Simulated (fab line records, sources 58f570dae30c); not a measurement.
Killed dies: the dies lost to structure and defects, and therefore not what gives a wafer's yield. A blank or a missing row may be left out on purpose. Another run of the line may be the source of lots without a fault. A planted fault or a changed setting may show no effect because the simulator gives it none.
A lot that was struck, set against a sound lot + flow berkeleyCmos170 + 17 steps out of a route of 331
Sound: the wafers L987.2, L987.4, L987.6. Struck: wafers L998.1, L998.2, L998.4. Last of all comes the cause.
Per side, at each step with rows, come the tool, then ch with its chambers, and then its first start. Under that, the readings that differ: sound wafers + struck wafers + difference of the means + sigmas: that difference in standard deviations of wafers without a fault.
alike: words and numbers the same on both sides, and readings whose means are apart by under 2 such deviations; not compared: readings that were withheld, readings missing a value for some wafer, numbers with overlapping values and no deviation given by the record, and bounds like >300 which may hide the same value.
The two part at a step that has a row with sigmas, a row that says differs or no value, or rows on one side only. When numbers do not overlap yet have no deviation, they are printed without sigmas and do not part them. A reading that every wafer of one side lacks parts them only if that side has two wafers or more.

first, 1 step without rows for these wafers: UCB170_NLDD_IMPLANT_09.
UCB170_NLDD_STRIP_10: strips in O2.
  sound on plasmaAsher-04 ch 0,1, day 6 22:29; struck on plasmaAsher-04 ch 0,1, day 8 22:08
  alike: drypumpMotorCurrentA, oesProductAu, stripTimeToEndpointS
  not compared: rfHoursCounterH
UCB170_NLDD_TW_MEAS_11:
  struck on filmMetro-03, day 8 22:14; sound on filmMetro-03, day 6 22:36
  alike: NLDD_TW
then, 1 step without rows for these wafers: UCB170_NLDD_CLEAN_12 (cleans in SPM, time 600 s).
UCB170_SPACER_CVD_00: deposits SiO2 from TEOS/O2, target thk 376 nm, time 47 s.
  sound on pecvd-04 ch 0,1,2, day 6 23:21; struck on pecvd-04 ch 0,1,2, day 9 01:22
  alike: heaterPowerW, rfFwdPowerW
UCB170_SPACER_THK_MEAS_01:
  struck on filmMetro-02, day 9 01:25; sound on filmMetro-02, day 6 23:24
  alike: SPACER_TEOS_THK
then, 1 step without rows for these wafers: UCB170_SPACER_ANNEAL_02 (time 1800 s).
UCB170_SPACER_ETCHBACK_03: etches SiO2 in CHF3/CF4/Ar, stops on Si, target depth 376 nm, time 100 s.
  sound on rieDiel-02 ch 0,2,3, day 7 01:14; struck on rieDiel-01 ch 0,1,3, day 9 04:16
  alike: cf4FlowSccm, drypumpMotorCurrentA, oesProductAu, rfFwdPowerW, throttleValvePct
  not compared: rfHoursCounterH
then, 4 steps without rows for these wafers: UCB170_PSD_HMDS_00 (prime time 60 s); UCB170_PSD_COAT_01 (resist thk 900 nm); UCB170_PSD_SOFTBAKE_02 (time 60 s); UCB170_PSD_EXPOSE_03 (exposes mask PSELECT MOD, target cd 1200 nm).
UCB170_PSD_PEB_04:
  sound on lithoTrack-04 ch 0, day 7 02:07; struck on lithoTrack-04 ch 0, day 9 05:20
| reading               | sound             | struck            | difference | sigmas |
|-----------------------|-------------------|-------------------|------------|--------|
| heaterPowerTotalW (W) | 56.78 56.78 56.82 | 59.25 59.24 59.25 | +2.45      | +56    |
  alike: resistLineTempC
then, 1 step without rows for these wafers: UCB170_PSD_DEVELOP_05 (develop time 45 s).
UCB170_PSD_CD_MEAS_06: target cd 1200 nm.
  struck on cdSem-02, day 9 05:41; sound on cdSem-02, day 7 02:23
| reading   | sound                | struck               | difference | sigmas |
|-----------|----------------------|----------------------|------------|--------|
| cdNm (nm) | 1201.3 1201.9 1202.1 | 1195.4 1194.3 1197.7 | -6.0       | -4     |
UCB170_PSD_OVL_MEAS_07:
  struck on overlay-02, day 9 05:48; sound on overlay-02, day 7 02:29
  alike: PSD_OVL
UCB170_M3_PROBE_99:
  only the struck wafers here have rows in the record (prober-01, day 10 12:51); the sound ones have none

WHERE THEY PART
First at UCB170_PSD_PEB_04; last, within this record, at UCB170_M3_PROBE_99.

WHY: what the simulator had put in
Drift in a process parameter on lithoTrack-04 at UCB170_PSD_PEB_04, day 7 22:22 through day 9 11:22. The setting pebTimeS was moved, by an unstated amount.
